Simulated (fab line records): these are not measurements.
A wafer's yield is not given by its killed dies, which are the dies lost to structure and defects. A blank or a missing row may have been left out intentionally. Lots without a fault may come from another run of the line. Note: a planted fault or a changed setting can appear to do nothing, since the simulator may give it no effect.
Which of the tools did it? :: flow berkeleyCmos170 :: 7 lots with 21 wafers sampled at 4 steps, on a route of 331 steps

== WHAT THE GAUGES READ, wafer by wafer ==
UCB170_PFIELD_TW_MEAS_09.
lot: L349
measured: day 5 08:14
on: filmMetro-04
PFIELD_TW: 595 598 595

lot: L352
measured: day 6 03:32
on: filmMetro-03
PFIELD_TW: 755 753 753

lot: L354
measured: day 6 07:51
on: filmMetro-03
PFIELD_TW: 608 608 605

lot: L364
measured: day 8 03:36
on: filmMetro-02
PFIELD_TW: 597 598 596

lot: L365
measured: day 8 14:19
on: filmMetro-03
PFIELD_TW: 599 595 601

lot: L368
measured: day 10 01:42
on: filmMetro-02
PFIELD_TW: 588 590 587

lot: L370
measured: day 10 13:47
on: filmMetro-04
PFIELD_TW: 598 601 600

== WHICH TOOL RAN EACH LOT (tool, then ch and the chambers of the sampled wafers, then the start) ==
lot: L349
UCB170_NWELL_ETCH_13: rieDiel-03 ch 0,1,2, day 3 02:04
UCB170_PFIELD_IMPLANT_07: implanter-02 ch 0, day 5 08:00
UCB170_PFIELD_STRIP_08: plasmaAsher-04 ch 0,1, day 5 08:07

lot: L352
UCB170_NWELL_ETCH_13: rieDiel-03 ch 0,1, day 3 17:29
UCB170_PFIELD_IMPLANT_07: implanter-02 ch 0, day 6 02:54
UCB170_PFIELD_STRIP_08: plasmaAsher-03 ch 0,1, day 6 03:20

lot: L354
UCB170_NWELL_ETCH_13: rieDiel-02 ch 0,1,3, day 4 04:53
UCB170_PFIELD_IMPLANT_07: implanter-03 ch 0, day 6 07:36
UCB170_PFIELD_STRIP_08: plasmaAsher-03 ch 0,1, day 6 07:45

lot: L364
UCB170_NWELL_ETCH_13: rieDiel-02 ch 0,1,2, day 5 19:23
UCB170_PFIELD_IMPLANT_07: implanter-03 ch 0, day 8 03:22
UCB170_PFIELD_STRIP_08: plasmaAsher-04 ch 0,1, day 8 03:29

lot: L365
UCB170_NWELL_ETCH_13: rieDiel-02 ch 0,2,3, day 6 06:01
UCB170_PFIELD_IMPLANT_07: implanter-04 ch 0, day 8 14:05
UCB170_PFIELD_STRIP_08: plasmaAsher-03 ch 0,1, day 8 14:12

lot: L368
UCB170_NWELL_ETCH_13: rieDiel-03 ch 2,3, day 6 23:58
UCB170_PFIELD_IMPLANT_07: implanter-03 ch 0, day 10 01:27
UCB170_PFIELD_STRIP_08: plasmaAsher-03 ch 0,1, day 10 01:36

lot: L370
UCB170_NWELL_ETCH_13: rieDiel-01 ch 2,3, day 7 09:08
UCB170_PFIELD_IMPLANT_07: implanter-04 ch 0, day 10 13:32
UCB170_PFIELD_STRIP_08: plasmaAsher-03 ch 0,1, day 10 13:41
- UCB170_NWELL_ETCH_13: etches Si3N4 in CH3F/Ar/O2, stops on SiO2, target depth 246.4 nm, time 154 s.
- UCB170_PFIELD_IMPLANT_07
- UCB170_PFIELD_STRIP_08: strips in O2.

== THE ANSWER, worked out from the rows above alone ==
Rule: what is usual is taken from the lots themselves. Put in order of their means at a reading, lots are off if they are a third of the lots or fewer, leave a main group of 4 or more, and stand apart from it by a gap of 3 or more times the standard deviation of the main group's means; of several such gaps the widest counts. A main group is skipped when, at the precision printed for the reading in the tables above, its means are all equal. Also off: a lot with no number at a reading for which 4 or more lots have one. The other lots that the step has rows for count as sound.
Off: L352, at UCB170_PFIELD_TW_MEAS_09 (PFIELD_TW). The main group has a mean of 598 with a standard deviation of 5.5.
If a tool, at a process step before that reading, ran all the lots that are off and no sound lot after the first of them, it fits. The gauges at UCB170_PFIELD_TW_MEAS_09 are tried like those tools. One candidate fits, namely implanter-02 at UCB170_PFIELD_IMPLANT_07. A fault onset in the window from L349 (day 5 08:00, its last sound lot) to L352 (day 6 02:54, its first lot off) fits.

== WHAT HAD BEEN PUT IN BY THE SIMULATOR ==
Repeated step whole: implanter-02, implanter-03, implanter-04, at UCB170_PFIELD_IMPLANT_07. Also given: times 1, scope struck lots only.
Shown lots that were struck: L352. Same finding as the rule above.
